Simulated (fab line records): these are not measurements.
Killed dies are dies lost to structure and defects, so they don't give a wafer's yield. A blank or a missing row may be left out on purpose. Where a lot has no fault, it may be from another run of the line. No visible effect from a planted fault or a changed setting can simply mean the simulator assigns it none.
fab line records	flow berkeley_cmos170
record: lots: 15	wafers: 45	last_day: 11
route steps=331 shown NWELL@27 ACTIVE@74 GATE@127
lots that met no fault: from a run of the same line without faults
start_h: hours from the record's first day to the start of the lot's first wafer shown	wait_h: hours elapsed since this lot's preceding step	" as in the row above	L1.1+2: one row covering several wafers at once	- no value, or no start was given	* or withheld: withheld	< > ~ a bound
route shown NAME@n: names a module that has steps shown in the file, with the first one's number in the route	usual: mean/standard deviation taken from wafers without a fault	same: alike in all rows	chamber/n: place in a boat	sites: each site's reading	_std_site: standard deviation across them	_edge_site: inner sites' mean taken away from outer sites' mean	radius_mm: for every site, how far away it sits from the centre of the wafer	mask NAME#n: copy n	behind: the most recent tool/chamber to have shaped the wafer	hold: cause of the lot's hold/its duration in hours/its outcome	device: the n, p or np transistor that did not switch	end of line: the route-end tests of the same wafers	a step with no rows: only its recipe	killed: the dies lost at the first sort to structure and to defects; this is not the yield of the wafer	map: dies across one wafer; x = killed, . = not, _ = none there
set.NAME: the run value of the setting; set.NAME@STEP: its run value at that earlier step	model.NAME: the simulator's own value behind a step, which no gauge read
one table for each step of the route and one row for each wafer, over a sample of lots
services: from which hour (start_h, from the record's first day; less than 0 if before it) a tool's chamber was out of use, for how many hours, and why
== steps ==
step: UCB170_NWELL_ETCH_13
recipe: chemistry: CH3F/Ar/O2	target: Si3N4	stop_on: SiO2	CH3F_flow_sccm: 20	Ar_flow_sccm: 50	O2_flow_sccm: 7	pressure_mtorr: 50	rf_w: 450	target_depth_a: 2464	over_etch_frac: 0.1	time_s: 154
usual: drypump_motor_current_A: 5.8/0.64	oes_product_au: 0.936/0.011	rf_fwd_power_W: 448.3/1.7	throttle_valve_pct: 8.07/0.13
lot.wafer	tool	chamber	start_h	wait_h	drypump_motor_current_A	oes_product_au	rf_fwd_power_W	rf_hours_counter_h	throttle_valve_pct
L995.2	rie_diel-02	1	29.24	0.0	6.7	0.939	448.0	7	8.23
L995.4	"	3	"	"	5.7	0.933	449.4	62	7.89
L995.5	"	0	"	"	6.4	0.935	446.6	-	8.14
L996.2	rie_diel-04	0	39.10	0.0	6.4	0.933	449.3	5	7.96
L996.3	"	3	"	"	5.4	0.935	448.8	9	8.03
L996.4	"	1	"	"	5.2	0.955	448.1	149	8.13
L997.1	rie_diel-02	3	44.68	0.0	5.7	0.937	449.1	64	7.91
L997.2	"	1	"	"	6.7	0.955	446.2	8	8.22
L997.3	"	2	"	"	6.3	0.931	445.8	52	8.17
L999.1	rie_diel-02	2	48.30	0.0	6.4	0.926	450.7	52	8.20
L999.4	"	0	"	"	6.4	0.946	448.4	152	8.13
L999.6	"	1	"	"	6.7	0.954	449.2	-	8.20
L998.4	rie_diel-04	1	48.54	0.0	5.2	0.965	449.5	149	8.12
L998.5	"	0	"	"	6.4	0.928	449.7	-	7.96
L998.6	"	3	"	"	5.4	0.938	451.2	-	8.05
L100.4	rie_diel-03	2	54.85	0.1	5.7	0.964	448.8	-	8.09
L100.5	"	3	"	"	5.0	0.935	445.2	-	7.89
L100.6	"	1	"	"	5.0	0.926	448.3	-	8.25
L101.1	rie_diel-02	2	56.89	0.0	6.3	0.925	449.2	52	8.22
L101.2	"	3	"	"	5.7	0.930	448.5	64	7.90
L101.6	"	2	"	"	6.4	0.926	445.3	-	8.21
L102.2	rie_diel-03	3	65.55	0.0	4.9	0.927	447.1	106	7.90
L102.4	"	1	"	"	5.0	0.940	448.7	-	8.25
L102.6	"	3	"	"	4.9	0.935	446.8	-	7.88
L103.2	rie_diel-03	2	68.34	0.0	5.7	0.952	449.5	92	8.08
L103.3	"	1	"	"	5.0	0.930	446.3	111	8.27
L103.6	"	2	"	"	5.7	0.951	448.8	-	8.08
L104.2	rie_diel-04	0	74.32	0.0	6.4	0.929	446.6	6	7.95
L104.3	"	3	"	"	5.4	0.936	447.1	10	8.04
L104.4	"	1	"	"	5.2	0.963	450.8	150	8.14
L105.2	rie_diel-02	2	80.22	0.0	6.4	0.924	444.9	53	8.21
L105.4	"	1	"	"	6.7	0.944	448.9	9	8.22
L105.6	"	0	"	"	6.4	0.936	448.2	-	8.14
L106.1	rie_diel-03	2	85.11	0.0	5.7	0.964	447.9	92	8.09
L106.3	"	1	"	"	5.0	0.926	448.4	111	8.27
L106.6	"	2	"	"	5.7	0.954	451.1	-	8.08
L107.1	rie_diel-03	0	93.39	0.0	6.0	0.939	447.2	1	7.98
L107.3	"	2	"	"	5.7	0.937	448.4	93	8.08
L107.4	"	1	"	"	5.0	0.933	450.2	112	8.29
L108.1	rie_diel-02	0	93.47	0.0	6.4	0.942	447.8	154	8.16
L108.4	"	2	"	"	6.3	0.932	446.6	55	8.20
L108.5	"	2	"	"	6.4	0.935	449.9	-	8.23
L115.1	rie_diel-03	1	143.78	0.0	5.0	0.914	446.8	114	8.26
L115.2	"	0	"	"	6.0	0.946	446.4	3	7.98
L115.3	"	3	"	"	4.9	0.926	447.0	110	7.91
step: UCB170_ACTIVE_OVL_MEAS_14
usual: ACTIVE_OVL: -1/5.5
lot.wafer	tool	chamber	start_h	wait_h	ACTIVE_OVL[nm]
L995.2	overlay-02	-	71.62	0.1	1
L995.4	"	-	"	"	-1
L995.5	"	-	"	"	-3
L996.2	overlay-02	-	80.80	0.1	15
L996.3	"	-	"	"	5
L996.4	"	-	"	"	17
L997.1	overlay-02	-	91.63	0.1	-9
L997.2	"	-	"	"	-4
L997.3	"	-	"	"	-5
L999.1	overlay-01	-	91.91	0.1	-8
L999.4	"	-	"	"	1
L999.6	"	-	"	"	-5
L998.4	overlay-02	-	94.49	0.1	-9
L998.5	"	-	"	"	-4
L998.6	"	-	"	"	-5
L101.1	overlay-01	-	98.52	0.1	-8
L101.2	"	-	"	"	-4
L101.6	"	-	"	"	2
L100.4	overlay-01	-	98.97	0.1	3
L100.5	"	-	"	"	0
L100.6	"	-	"	"	8
L102.2	overlay-02	-	120.12	0.1	6
L102.4	"	-	"	"	4
L102.6	"	-	"	"	13
L103.2	overlay-01	-	120.24	0.1	2
L103.3	"	-	"	"	5
L103.6	"	-	"	"	5
L104.2	overlay-02	-	120.48	0.1	-4
L104.3	"	-	"	"	-6
L104.4	"	-	"	"	-4
L105.2	overlay-02	-	138.40	0.1	-2
L105.4	"	-	"	"	0
L105.6	"	-	"	"	3
L107.1	overlay-01	-	146.65	0.1	3
L107.3	"	-	"	"	1
L107.4	"	-	"	"	9
L106.1	overlay-02	-	146.80	0.1	-2
L106.3	"	-	"	"	0
L106.6	"	-	"	"	-4
L108.1	overlay-01	-	147.00	0.1	-11
L108.4	"	-	"	"	-15
L108.5	"	-	"	"	-15
L115.1	overlay-02	-	181.55	0.1	-7
L115.2	"	-	"	"	2
L115.3	"	-	"	"	-4
step: UCB170_GATE_OXIDATION_01
recipe: temp_c: 850	ambient: O2	target_thk_a: 66	ox_time_s: 1800
usual: spike_tc_centre_C: 852.1/1.1	spike_tc_load_C: 873/3	spike_tc_source_C: 871.7/2.6	tube_center_temp_C: 850/0.076	tube_center_temp_C_max: 852.2/0.4
lot.wafer	tool	chamber	start_h	wait_h	spike_tc_centre_C	spike_tc_load_C	spike_tc_source_C	tube_center_temp_C	tube_center_temp_C_max
L995.2	furnace-04	0	110.49	4.9	853.1	871	868.1	849.93	852.1
L995.4	"	0	"	"	853.6	873	869.0	849.98	852.1
L995.5	"	0	"	"	850.9	874	867.1	849.88	852.5
L996.2	furnace-03	0	121.56	9.0	852.8	877	871.6	850.12	853.1
L996.3	"	0	"	"	852.8	876	873.8	850.02	852.2
L996.4	"	0	"	"	852.6	874	872.5	850.1	852.4
L997.1	furnace-04	0	135.99	4.9	852.7	875	869.0	849.96	852.1
L997.2	"	0	"	"	852.2	873	867.3	850.16	853.4
L997.3	"	0	"	"	852.7	873	869.4	850	851.9
L999.1	furnace-04	0	135.99	4.4	851.0	873	866.2	849.94	853.4
L999.4	"	0	"	"	851.9	873	868.8	850.07	852.1
L999.6	"	0	"	"	852.8	875	866.3	849.95	851.7
L100.4	furnace-03	0	142.76	0.3	854.2	876	873.0	850.26	852.1
L100.5	"	0	"	"	852.3	875	874.9	849.97	852.3
L100.6	"	0	"	"	852.5	876	873.8	849.91	851.8
L101.1	furnace-03	0	142.76	0.1	853.2	875	873.3	850.07	852.4
L101.2	"	0	"	"	850.2	876	872.2	850	852.3
L101.6	"	0	"	"	852.8	876	874.8	850.07	852.3
L998.4	furnace-01	0	145.99	3.0	851.3	870	872.1	850	852.0
L998.5	"	0	"	"	852.2	868	873.3	850.14	852.1
L998.6	"	0	"	"	852.7	869	875.9	850.01	852.0
L102.2	furnace-01	0	157.54	2.2	852.4	868	872.3	850.02	852.8
L102.4	"	0	"	"	851.2	868	872.4	850	852.2
L102.6	"	0	"	"	851.7	870	871.7	849.97	852.2
L103.2	furnace-01	0	157.54	2.4	850.8	870	872.5	849.95	851.9
L103.3	"	0	"	"	852.8	870	872.3	850	852.7
L103.6	"	0	"	"	852.6	869	873.7	850.05	852.4
L104.2	furnace-01	0	157.54	2.6	851.4	870	874.7	850.1	852.1
L104.3	"	0	"	"	850.7	870	872.3	850.03	852.9
L104.4	"	0	"	"	850.3	871	873.2	849.97	852.3
L105.2	furnace-04	0	169.43	2.3	852.9	875	869.3	849.97	851.9
L105.4	"	0	"	"	854.0	875	866.8	850	852.3
L105.6	"	0	"	"	851.5	874	869.0	850.01	852.1
L106.1	furnace-01	0	175.72	1.8	832.9	851	856.2	831.33	833.3
L106.3	"	0	"	"	833.9	849	855.2	831.42	833.4
L106.6	"	0	"	"	832.8	849	855.9	831.33	834.0
L107.1	furnace-01	0	175.72	2.4	833.7	850	855.3	831.26	832.8
L107.3	"	0	"	"	831.9	851	853.2	831.3	833.1
L107.4	"	0	"	"	833.3	849	854.3	831.25	833.8
L108.1	furnace-01	0	175.72	1.8	832.1	851	854.7	831.43	834.5
L108.4	"	0	"	"	832.1	852	854.3	831.5	833.8
L108.5	"	0	"	"	833.1	850	855.1	831.33	833.6
L115.1	furnace-04	0	214.20	1.8	852.6	875	867.9	849.98	851.8
L115.2	"	0	"	"	851.7	873	867.7	850.17	851.8
L115.3	"	0	"	"	854.1	874	869.7	850.09	852.2
step: UCB170_GATE_THK_MEAS_02
recipe: reads: SiO2_of_GATE_OXIDATION_01
usual: GATE_OXIDE_THK: 6.57/0.11
lot.wafer	tool	chamber	start_h	wait_h	GATE_OXIDE_THK[nm]
L995.2	film_metro-02	-	112.00	0.0	6.57
L995.4	"	-	"	"	6.61
L995.5	"	-	"	"	6.41
L996.2	film_metro-03	-	123.07	0.0	6.69
L996.3	"	-	"	"	6.78
L996.4	"	-	"	"	6.69
L997.1	film_metro-02	-	137.49	0.0	6.67
L997.2	"	-	"	"	6.62
L997.3	"	-	"	"	6.62
L999.1	film_metro-01	-	137.49	0.0	6.66
L999.4	"	-	"	"	6.63
L999.6	"	-	"	"	6.61
L101.1	film_metro-02	-	144.26	0.0	6.49
L101.2	"	-	"	"	6.47
L101.6	"	-	"	"	6.47
L100.4	film_metro-01	-	144.29	0.0	6.54
L100.5	"	-	"	"	6.66
L100.6	"	-	"	"	6.60
L998.4	film_metro-02	-	147.52	0.0	6.57
L998.5	"	-	"	"	6.62
L998.6	"	-	"	"	6.62
L102.2	film_metro-02	-	159.05	0.0	6.56
L102.4	"	-	"	"	6.45
L102.6	"	-	"	"	6.53
L103.2	film_metro-01	-	159.05	0.0	6.73
L103.3	"	-	"	"	6.57
L103.6	"	-	"	"	6.72
L104.2	film_metro-03	-	159.05	0.0	6.60
L104.3	"	-	"	"	6.64
L104.4	"	-	"	"	6.46
L105.2	film_metro-01	-	170.94	0.0	6.52
L105.4	"	-	"	"	6.43
L105.6	"	-	"	"	6.32
L106.1	film_metro-03	-	177.22	0.0	5.40
L106.3	"	-	"	"	5.26
L106.6	"	-	"	"	5.42
L107.1	film_metro-02	-	177.22	0.0	5.27
L107.3	"	-	"	"	5.20
L107.4	"	-	"	"	5.19
L108.1	film_metro-01	-	177.22	0.0	5.36
L108.4	"	-	"	"	5.24
L108.5	"	-	"	"	5.24
L115.1	film_metro-02	-	215.70	0.0	6.34
L115.2	"	-	"	"	6.36
L115.3	"	-	"	"	6.37
step: UCB170_GATE_THK_MEAS_05
recipe: reads: poly-Si_of_GATE_CVD_04
usual: GATE_POLY_THK: 213.7/2.3
lot.wafer	tool	chamber	start_h	wait_h	GATE_POLY_THK[nm]
L995.2	film_metro-02	-	122.97	0.0	216.6
L995.4	"	-	"	"	217.1
L995.5	"	-	"	"	215.9
L996.2	film_metro-03	-	131.18	0.0	210.8
L996.3	"	-	"	"	211.6
L996.4	"	-	"	"	210.0
L997.1	film_metro-01	-	145.17	0.0	216.1
L997.2	"	-	"	"	214.2
L997.3	"	-	"	"	215.1
L999.1	film_metro-02	-	145.17	0.0	210.4
L999.4	"	-	"	"	210.7
L999.6	"	-	"	"	211.3
L101.1	film_metro-03	-	148.59	0.0	210.3
L101.2	"	-	"	"	212.4
L101.6	"	-	"	"	210.9
L100.4	film_metro-02	-	148.62	0.0	214.3
L100.5	"	-	"	"	213.3
L100.6	"	-	"	"	213.4
L998.4	film_metro-01	-	151.76	0.0	217.4
L998.5	"	-	"	"	217.1
L998.6	"	-	"	"	217.6
L102.2	film_metro-01	-	167.03	0.0	210.1
L102.4	"	-	"	"	211.4
L102.6	"	-	"	"	211.0
L103.2	film_metro-02	-	167.03	0.0	210.8
L103.3	"	-	"	"	212.2
L103.6	"	-	"	"	211.5
L104.2	film_metro-03	-	167.03	0.0	214.5
L104.3	"	-	"	"	217.2
L104.4	"	-	"	"	216.6
L105.2	film_metro-02	-	175.30	0.0	214.9
L105.4	"	-	"	"	212.9
L105.6	"	-	"	"	213.5
L106.1	film_metro-01	-	182.92	0.0	212.7
L106.3	"	-	"	"	213.2
L106.6	"	-	"	"	215.8
L107.1	film_metro-03	-	182.92	0.0	213.7
L107.3	"	-	"	"	212.3
L107.4	"	-	"	"	213.7
L108.1	film_metro-02	-	182.92	0.0	210.4
L108.4	"	-	"	"	213.5
L108.5	"	-	"	"	209.0
L115.1	film_metro-02	-	220.08	0.0	215.8
L115.2	"	-	"	"	215.4
L115.3	"	-	"	"	215.7
== services ==
tool	chamber	start_h	hours	kind
furnace-01	-	5.27	5.7	pm
rie_diel-04	-	7.28	0.7	repair
rie_diel-04	-	22.88	1.2	repair
rie_diel-03	0	53.10	-	clean
rie_diel-03	0	53.10	19.8	scheduled_down
rie_diel-03	0	53.10	19.8	vent_cycle
rie_diel-04	-	54.79	0.8	repair
furnace-04	-	70.24	3.0	pm
rie_diel-04	0	133.96	8.4	repair
rie_diel-02	2	145.85	15.8	repair
rie_diel-04	1	146.01	-	clean
rie_diel-04	1	146.01	14.7	scheduled_down
rie_diel-04	1	146.01	14.7	vent_cycle
rie_diel-02	0	161.69	-	clean
rie_diel-02	0	161.69	15.3	scheduled_down
rie_diel-02	0	161.69	15.3	vent_cycle
rie_diel-04	-	166.65	14.6	pm
rie_diel-02	0	184.75	11.8	repair
rie_diel-04	2	204.47	5.6	repair
rie_diel-04	2	211.78	6.0	repair
== key ==
first_sign: step: UCB170_GATE_OXIDATION_01	reading: tube_center_temp_C	direction: down	sigmas: 99+	usual: *	struck: *
effect: step: UCB170_GATE_OXIDATION_01	reading: tube_center_temp_C_max	direction: down	sigmas: 47	usual: *	struck: *
effect: step: UCB170_GATE_THK_MEAS_02	reading: GATE_OXIDE_THK	direction: down	sigmas: 11	usual: 6.57	struck: 5.29
met_at UCB170_GATE_OXIDATION_01
struck_lots L106,L107,L108
tester_left_out L106,L107,L108
not_acting_at UCB170_NWELL_ETCH_13,UCB170_ACTIVE_OVL_MEAS_14,UCB170_GATE_THK_MEAS_05
onset_between 157.54 175.72
fault: kind: process_parameter_drift	tool: furnace-01	chamber: -	onset_h: 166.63	steps: UCB170_GATE_OXIDATION_01	channel: temp_c	offset: *	shape: step	end_h: 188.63	acts_in: *	stated: *
tester_left_out: of these lots the tester's yield and bins aren't shown, on N5 and GAA mostly nor the transistor test; their killed dies are dies lost to structure and defects alone, not to doping, threshold or leakage, so they don't give the yield
